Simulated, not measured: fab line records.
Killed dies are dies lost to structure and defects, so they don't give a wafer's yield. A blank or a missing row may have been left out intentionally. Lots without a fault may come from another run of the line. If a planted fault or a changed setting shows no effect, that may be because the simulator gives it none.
2 desks looking at one fault :: flow rit-cmos :: each desk holds nothing but its own numbers, with what lay behind them at the end

== AT THE METROLOGY DESK ==
What the gauges read for every lot (on any tool): the sampled wafers with a number, averaged. A lot is out of limits, marked OUT, if its mean lies more than 4 standard deviations from the usual mean; the brackets give that distance.
Columns: A = NWELL_TW at RIT_NWELL_TW_MEAS_10, usual 2130; B = NWELL_RS at RIT_WELLDRIVE_RS_MEAS_01, usual 275.4 ohm/sq; C = NLDD_OVL at RIT_NLDD_OVL_MEAS_06, usual -0.9 nm; D = NLDD_TW at RIT_NLDD_TW_MEAS_10, usual 2465
lot: L520
first seen here: day 2 02:15
A: 2122
B: 274.7
C: -0.8
D: 2488

lot: L521
first seen here: day 2 07:46
A: 2160
B: 275.7
C: 0.2
D: 2483

lot: L522
first seen here: day 2 13:16
A: 2114
B: 275.9
C: -1.6
D: 2442

lot: L523
first seen here: day 2 17:12
A: 2120
B: 274.9
C: -0.0
D: 2494

lot: L525
first seen here: day 3 02:52
A: 2113
B: 276.5
C: -1.0
D: 2451

lot: L526
first seen here: day 3 08:20
A: 2160
B: 275.2
C: -1.5
D: 2459

lot: L528
first seen here: day 3 18:51
A: 2117
B: 275.8
C: -1.9
D: 2453

lot: L529
first seen here: day 3 22:47
A: 2116
B: 276.0
C: 0.3
D: 2482

lot: L530
first seen here: day 4 04:00
A: 2160
B: 274.7
C: -1.1
D: 2461

lot: L531
first seen here: day 4 08:48
A: 2116
B: 276.1
C: -1.2
D: 2469

lot: L532
first seen here: day 4 14:14
A: 2123
B: 275.3
C: -2.0
D: 2454

lot: L533
first seen here: day 4 19:17
A: 2408 (+15) OUT
B: 217.0 (-86) OUT
C: -1.4
D: 2465

lot: L535
first seen here: day 5 05:39
A: 2419 (+16) OUT
B: 216.7 (-86) OUT
C: -1.6
D: 2498

lot: L537
first seen here: day 5 15:56
A: 2115
B: 276.2
C: 2.2
D: 2488
This desk reports L533, L535 out of limits; the earliest was L533 at day 4 19:17 (NWELL_TW at RIT_NWELL_TW_MEAS_10). In limits: L520, L521, L522, L523, L525, L526, L528, L529, L530, L531, L532, L537.

== TOOL OWNER'S DESK, implanter-02 ==
The tool's own readings at RIT_NWELL_IMPLANT_08: means of the sampled wafers that have a number, for each lot that ran on this tool. A lot is out of limits, marked OUT, if its mean lies more than 4 standard deviations from the usual mean; the brackets give that distance.
Columns: A = dose-ions-cm2 at RIT_NWELL_IMPLANT_08, usual 5e+13; B = faraday-current-uA at RIT_NWELL_IMPLANT_08, usual 158
lot: L522
first seen here: day 2 12:58
A: 5e+13
B: 159

lot: L529
first seen here: day 3 22:28
A: 5e+13
B: 161

lot: L531
first seen here: day 4 08:29
A: 5e+13
B: 161

lot: L532
first seen here: day 4 13:56
A: 5e+13
B: 159

lot: L533
first seen here: day 4 18:59
A: 7e+13 (+99 or more) OUT
B: 235 (+25) OUT

lot: L535
first seen here: day 5 05:20
A: 7e+13 (+99 or more) OUT
B: 233 (+24) OUT
This desk's finding: out of limits on L533, L535; first on L533, day 4 18:59 (dose-ions-cm2 at RIT_NWELL_IMPLANT_08). In limits: L522, L529, L531, L532.

== PUT TOGETHER ==
An alarm could have come from the tool owner's desk at day 4 18:59, on L533, L535.
Metrology desk: alarm possible at day 4 19:17 on L533, L535.
On implanter-02, each named lot ran RIT_NWELL_IMPLANT_08.

== WHAT HAD BEEN PUT IN BY THE SIMULATOR ==
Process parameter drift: implanter-02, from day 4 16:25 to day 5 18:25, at RIT_NWELL_IMPLANT_08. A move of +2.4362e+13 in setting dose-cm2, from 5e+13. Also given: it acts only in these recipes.
Shown lots that were struck: L533, L535.
Hours from the fault's start to each desk's first reading out of limits: the tool owner's desk, 3; the metrology desk, 3.
